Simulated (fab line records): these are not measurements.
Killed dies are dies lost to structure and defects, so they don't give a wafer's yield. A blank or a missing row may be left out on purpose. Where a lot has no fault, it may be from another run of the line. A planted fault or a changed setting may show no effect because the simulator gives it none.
Commonality check across tools / flow berkeley cmos170 / Lots sampled 14, wafers sampled 42

WHY THIS WAS OPENED
At UCB170_M1_CD_MEAS_09 the reading cd nm is flagged on 2 of 14 lots. No-fault wafers: 700.6 nm, standard deviation 1.6.
Rule: a lot is flagged when every wafer of it that has a number lies more than 4 standard deviations from that mean, or none has a number. The other lots count as sound.

lot=L982; measured=day 8 18:52; on=cd sem-02; cd nm (nm), wafer by wafer=699.3 699.9 700.1; flag=
lot=L983; measured=day 9 04:05; on=cd sem-01; cd nm (nm), wafer by wafer=698.4 700.3 698.8; flag=
lot=L984; measured=day 9 04:43; on=cd sem-02; cd nm (nm), wafer by wafer=700.0 700.7 700.7; flag=
lot=L986; measured=day 9 18:56; on=cd sem-02; cd nm (nm), wafer by wafer=701.8 699.6 701.3; flag=
lot=L985; measured=day 9 19:50; on=cd sem-01; cd nm (nm), wafer by wafer=698.7 699.9 699.6; flag=
lot=L988; measured=day 9 20:32; on=cd sem-01; cd nm (nm), wafer by wafer=698.7 697.7 697.1; flag=
lot=L989; measured=day 9 20:41; on=cd sem-01; cd nm (nm), wafer by wafer=703.5 702.3 704.4; flag=
lot=L993; measured=day 11 03:53; on=cd sem-01; cd nm (nm), wafer by wafer=698.4 701.2 700.6; flag=
lot=L992; measured=day 11 05:10; on=cd sem-01; cd nm (nm), wafer by wafer=699.6 700.1 698.9; flag=
lot=L997; measured=day 11 23:20; on=cd sem-02; cd nm (nm), wafer by wafer=677.9 678.0 678.4; flag=FLAGGED
lot=L995; measured=day 12 01:23; on=cd sem-01; cd nm (nm), wafer by wafer=675.9 676.3 675.7; flag=FLAGGED
lot=L100; measured=day 12 05:25; on=cd sem-02; cd nm (nm), wafer by wafer=698.0 697.4 697.5; flag=
lot=L102; measured=day 12 13:25; on=cd sem-02; cd nm (nm), wafer by wafer=700.7 701.2 701.8; flag=
lot=L104; measured=day 13 18:24; on=cd sem-02; cd nm (nm), wafer by wafer=701.1 701.7 700.7; flag=
The mean of the flagged lots' numbers is 677.0 nm, -23.6 nm from the usual (-15 standard deviations).

EACH LOT AND THE TOOL IT RAN ON
The record holds 1 process step before the reading, out of a route of 331 steps. Each cell gives the tool, then ch followed by the chambers the sampled wafers passed through, then the start.
lot=L982; flag=; UCB170_M1_COAT_04=litho track-01 ch 0, day 8 17:00
lot=L983; flag=; UCB170_M1_COAT_04=litho track-04 ch 0, day 9 03:00
lot=L984; flag=; UCB170_M1_COAT_04=litho track-03 ch 0, day 9 03:00
lot=L986; flag=; UCB170_M1_COAT_04=litho track-03 ch 0, day 9 17:00
lot=L985; flag=; UCB170_M1_COAT_04=litho track-04 ch 0, day 9 19:00
lot=L988; flag=; UCB170_M1_COAT_04=litho track-01 ch 0, day 9 19:00
lot=L989; flag=; UCB170_M1_COAT_04=litho track-04 ch 0, day 9 19:00
lot=L993; flag=; UCB170_M1_COAT_04=litho track-04 ch 0, day 11 03:00
lot=L992; flag=; UCB170_M1_COAT_04=litho track-01 ch 0, day 11 04:00
lot=L997; flag=FLAGGED; UCB170_M1_COAT_04=litho track-03 ch 0, day 11 22:00
lot=L995; flag=FLAGGED; UCB170_M1_COAT_04=litho track-03 ch 0, day 12 00:00
lot=L100; flag=; UCB170_M1_COAT_04=litho track-01 ch 0, day 12 04:00
lot=L102; flag=; UCB170_M1_COAT_04=litho track-01 ch 0, day 12 12:00
lot=L104; flag=; UCB170_M1_COAT_04=litho track-04 ch 0, day 13 17:00
What the steps here do:
- UCB170_M1_COAT_04: resist thk 900 nm.
- UCB170_M1_CD_MEAS_09: target cd 700 nm.

FLAGGED OVER TOTAL, TOOL BY TOOL (the gauges that took the reading come last)
step=UCB170_M1_COAT_04; tool=litho track-01; lots run=5; flagged=0; share of the flagged lots=none; sound lots run after its first flagged lot=-
step=UCB170_M1_COAT_04; tool=litho track-03; lots run=4; flagged=2; share of the flagged lots=all; sound lots run after its first flagged lot=0
step=UCB170_M1_COAT_04; tool=litho track-04; lots run=5; flagged=0; share of the flagged lots=none; sound lots run after its first flagged lot=-
step=UCB170_M1_CD_MEAS_09; tool=cd sem-01; lots run=7; flagged=1; share of the flagged lots=some; sound lots run after its first flagged lot=0
step=UCB170_M1_CD_MEAS_09; tool=cd sem-02; lots run=7; flagged=1; share of the flagged lots=some; sound lots run after its first flagged lot=3 (L100,L102,L104)

THE TABLE: WHAT IT ALLOWS
1 row of the table ran every flagged lot: litho track-03 at UCB170_M1_COAT_04.
- litho track-03 at UCB170_M1_COAT_04: 2 of its 4 lots flagged. Last sound lot L986 at day 9 17:00, first flagged lot L997 at day 11 22:00; a fault beginning in between fits.
One tool is left: litho track-03 at UCB170_M1_COAT_04.

WHAT THE SIMULATOR HAD INSERTED
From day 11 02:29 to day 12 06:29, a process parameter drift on litho track-03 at UCB170_M1_COAT_04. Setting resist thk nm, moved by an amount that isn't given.
Shown lots that were struck: L997, L995. Same finding as the rule above.
